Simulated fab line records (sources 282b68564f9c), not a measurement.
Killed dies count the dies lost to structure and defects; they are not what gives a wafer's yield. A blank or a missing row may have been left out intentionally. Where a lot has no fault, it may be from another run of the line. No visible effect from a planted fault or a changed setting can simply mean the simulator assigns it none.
A struck lot beside a sound one	flow rit_cmos	13 steps out of a route of 202
Sound: the wafers L481.1, L481.2, L481.3. Struck: wafers L490.1, L490.3, L490.5. The cause is named last.
Per side, at each step with rows, come the tool, then ch with its chambers, and then its first start. Under that, the readings that differ: sound wafers	struck wafers	difference of the means	sigmas: that difference in standard deviations of wafers without a fault.
alike: readings whose means differ by less than 2 such deviations, and words and numbers that are the same on both sides. not compared: withheld readings, readings that some wafer has no value for, bounds like >300 that may hide the same value, and numbers for which the record gives no deviation and whose values overlap.
Wherever a step has rows on one side only, a row that says differs or no value, or a row with sigmas, the two part there. Non-overlapping numbers with no deviation appear without sigmas and do not part them. A reading missing from all wafers of one side parts the sides only when that side holds two or more wafers.

RIT_ACTIVE_BOW_MEAS_00:
  struck on film_metro-01, day 3 17:00; sound on film_metro-02, day 1 20:00
  alike: INCOMING_BOW
then, 1 step without rows for these wafers: RIT_ACTIVE_OXIDATION_01 (target thk 46.8 nm, ox time 3360 s).
RIT_ACTIVE_THK_MEAS_02:
  struck on film_metro-01, day 3 20:16; sound on film_metro-02, day 2 00:17
  alike: ACTIVE_OXIDE_THK
then, 1 step without rows for these wafers: RIT_ACTIVE_CVD_03 (deposits Si3N4 from SiH2Cl2/NH3, target thk 150 nm, time 1500 s).
RIT_ACTIVE_THK_MEAS_04:
  struck on film_metro-03, day 3 21:44; sound on film_metro-03, day 2 01:46
  alike: ACTIVE_NITRIDE_THK
then, 2 steps without rows for these wafers: RIT_ACTIVE_HMDS_05 (prime time 60 s); RIT_ACTIVE_COAT_06 (resist thk 1000 nm).
RIT_ACTIVE_SOFTBAKE_07: time 60 s.
  sound on litho_track-01 ch 0, day 2 02:07; struck on litho_track-02 ch 0, day 3 22:06
reading	sound	struck	difference	sigmas
heater_power_total_W (W)	34.59 34.54 34.54	37.49 37.43 37.48	+2.91	+53
run_length_s (s)	89.15 89.05 89.05	74.41 74.22 74.17	-14.82	-99 or more
  alike: resist_line_temp_C
then, 2 steps without rows for these wafers: RIT_ACTIVE_EXPOSE_08 (exposes mask M1, target cd 1400 nm); RIT_ACTIVE_PEB_09.
RIT_ACTIVE_DEVELOP_10: develop time 50 s.
  sound: litho_track-01 ch 0; struck: litho_track-01 ch 0
  alike: resist_line_temp_C
  not compared: model.NOVOLAK_of_ACTIVE_COAT_06.thk_nm
RIT_ACTIVE_CD_MEAS_11 targets a cd of 1400 nm.
  struck on cd_sem-02, day 3 23:08; sound on cd_sem-01, day 2 02:48
  alike: cd_nm
-- the record jumps here: 3 days lie between the struck wafers' starts before and after (it left off in module ACTIVE and takes up again in module M1, whose first step shown is number 202 of the route) --
RIT_M1_PROBE_99:
  struck on prober-02, day 6 15:52; sound on prober-01, day 4 22:28
reading	sound	struck	difference	sigmas
killed_at_M0_to_M3	1 0 0	0 0 0	+0	-4
  alike: killed_at_contacts, killed_at_front_end, killed_dies, killed_open, killed_short

## WHERE THEY PART
Earliest at RIT_ACTIVE_SOFTBAKE_07; latest, in this record, at RIT_M1_PROBE_99.

WHY: the cause the simulator had injected
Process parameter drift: litho_track-02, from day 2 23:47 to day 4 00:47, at RIT_ACTIVE_SOFTBAKE_07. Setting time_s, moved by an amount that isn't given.
